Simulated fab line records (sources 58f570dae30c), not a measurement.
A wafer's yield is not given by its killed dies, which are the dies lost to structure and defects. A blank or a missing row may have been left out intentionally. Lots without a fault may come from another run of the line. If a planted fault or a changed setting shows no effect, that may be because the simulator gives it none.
Split-lot trial ; flow berkeley_cmos170 ; 23 wafers read from 5 lots, route of 331 steps

ON THE SPLIT
At UCB170_V1_CMP_02 (polishes SiO2), the setting leave_above_ref_nm was moved away from the recipe's 1000 nm on 8 of the 23 wafers read, by -7.4% to +5.9%. All remaining wafers had this setting at the recipe value.

No step appears in the file between the split and the reading.

THE READING
Values of V1_POLISHED_THK in nm from UCB170_V1_THK_MEAS_04. A value of 1000.1 nm with a standard deviation of 1 nm is what fault-free wafers of this fab line usually give.

wafer;tool, chamber at the split;leave_above_ref_nm as run, nm;against the recipe;V1_POLISHED_THK, nm;against lot-mates on the recipe
L077.1;cmp-01, 2;1000;recipe;1001.6;-
L077.4;cmp-01, 3;1000;recipe;998.1;-
L077.6;cmp-01, 0;1000;recipe;999.7;-
L076.2;cmp-01, 1,3;1000;recipe;1000.1;-
L076.3;cmp-01, 0;1000;recipe;1002.1;-
L076.4;cmp-01, 2;925.9;-7.4%;927.8;-73.1
L076.5;cmp-01, 1,3;1000;recipe;1000.5;-
L076.6;cmp-01, 2;925.9;-7.4%;927.1;-73.8
L080.1;cmp-02, 2;1000;recipe;999.1;-
L080.3;cmp-02, 3;1059;+5.9%;1057.7;+57.9
L080.4;cmp-02, 1;1000;recipe;1000.6;-
L080.5;cmp-02, 1,2;1059;+5.9%;1059.1;+59.2
L080.6;cmp-02, 1,2;1059;+5.9%;1059.5;+59.6
L079.1;cmp-01, 0,3;1000;recipe;999.5;-
L079.2;cmp-01, 1;1000;recipe;1002.3;-
L079.4;cmp-01, 3;1000;recipe;998.5;-
L079.5;cmp-01, 0,3;1000;recipe;1001.5;-
L079.6;cmp-01, 0;1000;recipe;999.1;-
L082.1;cmp-02, 1;1000;recipe;999.1;-
L082.2;cmp-02, 2;1047;+4.7%;1047.8;+48.4
L082.3;cmp-02, 0;1000;recipe;999.6;-
L082.4;cmp-02, 3;1047;+4.7%;1046.9;+47.6
L082.6;cmp-02, 2;1047;+4.7%;1044.9;+45.6
When a row names more than one chamber, that row covers several wafers, and the file does not tell which wafer ran in which chamber.

THE FIT
A straight line over all 23 wafers: V1_POLISHED_THK changes by +9.87 nm for each +1% of leave_above_ref_nm; r = +1.00; the points scatter about the line by 1.2 nm.
The same after taking each lot's own level away (the mean of its wafers on the recipe; 23 wafers): +9.96 nm for each +1%; r = +1.00; scatter 1.1 nm.
That fit puts the effect of the largest move of leave_above_ref_nm on the reading at 74 nm.
From 999.35 to 1000.90 nm: that is the span of the lots' own levels, equal to 1.5 times the standard deviation above.
The two slopes are in agreement: the lot-to-lot level therefore moves the slope only a little.
Check: -74 nm against its lot-mates is what the line predicts for one of the wafers moved furthest among these (-7.4%) when that wafer is left out of the fit. Against them it came out at -73.1 nm.

OTHER SPLITS APPLIED TO THESE WAFERS
Note: prior to the reading, these wafers also went through further splits. Each is held against what the fit with the lots' levels taken away leaves over:
other split on the same wafers;wafers away from the commonest value;r with V1_POLISHED_THK (lot level and that fit taken away)
UCB170_SILICIDE_SPUTTER_01 power_w;6;+0.09
UCB170_CONTACT_COAT_04 spin_rpm;5;+0.29
UCB170_M1_EXPOSE_06 dose_mj;9;+0.11
UCB170_M1_PEB_07 peb_temp_c;6;+0.07
UCB170_M1_ETCH_11 bias_w;11;+0.38

THE WHOLE CHAIN: every reading that the file lists as answering this split, in the file's order
step;what it does;reading;change (the file's fit);r (the file's)
UCB170_V1_CMP_02;polishes SiO2;SiO2_of_V1_CVD_00.thk_nm (the simulator's own value, which no gauge read);+9.97 nm for each +1% of the setting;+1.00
UCB170_V1_THK_MEAS_04;;V1_POLISHED_THK;+9.96 for each +1% of the setting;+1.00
UCB170_V1_ETCH_14;etches SiO2 in CHF3/CF4/Ar, stops on Al, target depth 1250 nm, time 291 s;etch.depth_nm (the simulator's own value, which no gauge read);+9.97 nm for each +1% of the setting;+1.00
UCB170_V1_ETCH_14;etches SiO2 in CHF3/CF4/Ar, stops on Al, target depth 1250 nm, time 291 s;V1.feature_depth_nm (the simulator's own value, which no gauge read);+9.98 nm for each +1% of the setting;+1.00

FILE'S OWN FIT
V1_POLISHED_THK changes by +9.96 nm for each +1% of leave_above_ref_nm, r = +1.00.
